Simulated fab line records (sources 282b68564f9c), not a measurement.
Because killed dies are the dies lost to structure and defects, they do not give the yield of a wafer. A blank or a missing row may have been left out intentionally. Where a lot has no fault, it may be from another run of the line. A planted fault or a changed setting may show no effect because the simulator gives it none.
Which tool did it?	flow rit cmos	14 lots, 42 wafers sampled, at 3 steps of a route of 202

## WHAT THE GAUGES SHOWED, per wafer
RIT_ACTIVE_BOW_MEAS_00.
lot	measured	on	INCOMING_BOW (um)
L591	day 1 10:01	film metro-01	-8 -2 -3
L592	day 1 15:00	film metro-01	-7 -6 -5
L593	day 1 20:00	film metro-01	-11 5 -1
L595	day 2 06:02	film metro-04	1 -9 10
L596	day 2 11:01	film metro-04	-1 3 9
L599	day 3 02:01	film metro-03	-11 -9 -1
L600	day 3 07:02	film metro-01	9 1 7
L601	day 3 12:00	film metro-04	3 1 2
L602	day 3 17:00	film metro-03	7 -2 0
L605	day 4 08:00	film metro-03	2 1 10
L606	day 4 13:00	film metro-03	-12 1 2
L608	day 4 23:01	film metro-04	2 8 -4
L612	day 5 19:00	film metro-04	1 -5 -10
L613	day 6 00:00	film metro-01	-13 -4 -8

RIT_PLDD_OVL_MEAS_06.
lot	measured	on	PLDD_OVL (nm)
L591	day 2 19:31	overlay-01	-0.9 -0.7 -0.8
L592	day 3 01:06	overlay-01	1.3 0.8 1.8
L593	day 3 04:34	overlay-02	0.8 0.2 0.5
L595	day 3 16:14	overlay-01	0.0 -0.4 0.4
L596	day 3 21:25	overlay-02	-0.6 1.0 0.1
L599	day 4 11:16	overlay-01	0.8 3.1 3.4
L600	day 4 16:39	overlay-02	-0.4 -0.7 -0.4
L601	day 4 22:13	overlay-01	1.6 1.4 1.6
L602	day 5 05:09	overlay-01	-0.4 -0.7 -1.4
L605	day 5 17:57	overlay-02	-0.5 -0.5 0.6
L606	day 10 22:34	overlay-02	0.6 0.4 3.0
L608	day 11 07:36	overlay-01	-2.6 -1.9 -0.8
L612	day 7 03:04	overlay-01	-2.5 -2.3 -4.1
L613	day 7 09:47	overlay-02	0.5 0.9 0.1

## WHAT TOOL EACH LOT RAN ON (gives the tool, then ch and the chambers of the sampled wafers, and finally the start)
lot	RIT_GATE_OXIDATION_05
L591	furnace-03 ch 0, day 2 08:35
L592	furnace-01 ch 0, day 2 14:02
L593	furnace-02 ch 0, day 2 18:42
L595	furnace-01 ch 0, day 3 04:47
L596	furnace-03 ch 0, day 3 10:11
L599	furnace-02 ch 0, day 4 01:04
L600	furnace-03 ch 0, day 4 04:49
L601	furnace-02 ch 0, day 4 10:50
L602	furnace-03 ch 0, day 4 17:20
L605	furnace-03 ch 0, day 5 07:26
L606	furnace-03 ch 0, day 10 12:25
L608	furnace-01 ch 0, day 10 21:03
L612	furnace-03 ch 0, day 6 17:11
L613	furnace-01 ch 0, day 6 22:43
- RIT_GATE_OXIDATION_05: target thk 3 nm, ox time 270 s.

## WHAT THE TOOLS THEMSELVES READ (means of the sampled wafers that have a number; where no wafer has one, the mark that the record gives instead)
RIT_GATE_OXIDATION_05.
lot	tool	tube center temp C (C)
L591	furnace-03	899.98
L592	furnace-01	900.02
L593	furnace-02	899.96
L595	furnace-01	900.01
L596	furnace-03	899.97
L599	furnace-02	900.04
L600	furnace-03	900.06
L601	furnace-02	900.00
L602	furnace-03	899.93
L605	furnace-03	899.99
L606	furnace-03	900.05
L608	furnace-01	899.96
L612	furnace-03	899.98
L613	furnace-01	899.96

## THE ANSWER, worked out from the rows above alone
Rule: the usual values come from the lots themselves. The widest of any qualifying gaps counts: lots, ordered by their means at a reading, are off when they make up no more than a third of the lots, leave a main group of 4 or more, and stand apart from it by 3 or more times the standard deviation of that group's means. Not used: any main group whose means are identical at the precision the tables above print for the reading. Also off: a lot with no number at a reading for which 4 or more lots have one. Any other lot the step has rows for is counted as sound. First the gauges in route order, then the tools' own readings, where a lot's mean is used as printed above. At the first step where some lot is off, the reading lying furthest off is the one used; lots without a number count as furthest.
Across all readings shown, no lot is off: no conclusion can be drawn from this.

## WHAT WAS PUT IN BY THE SIMULATOR
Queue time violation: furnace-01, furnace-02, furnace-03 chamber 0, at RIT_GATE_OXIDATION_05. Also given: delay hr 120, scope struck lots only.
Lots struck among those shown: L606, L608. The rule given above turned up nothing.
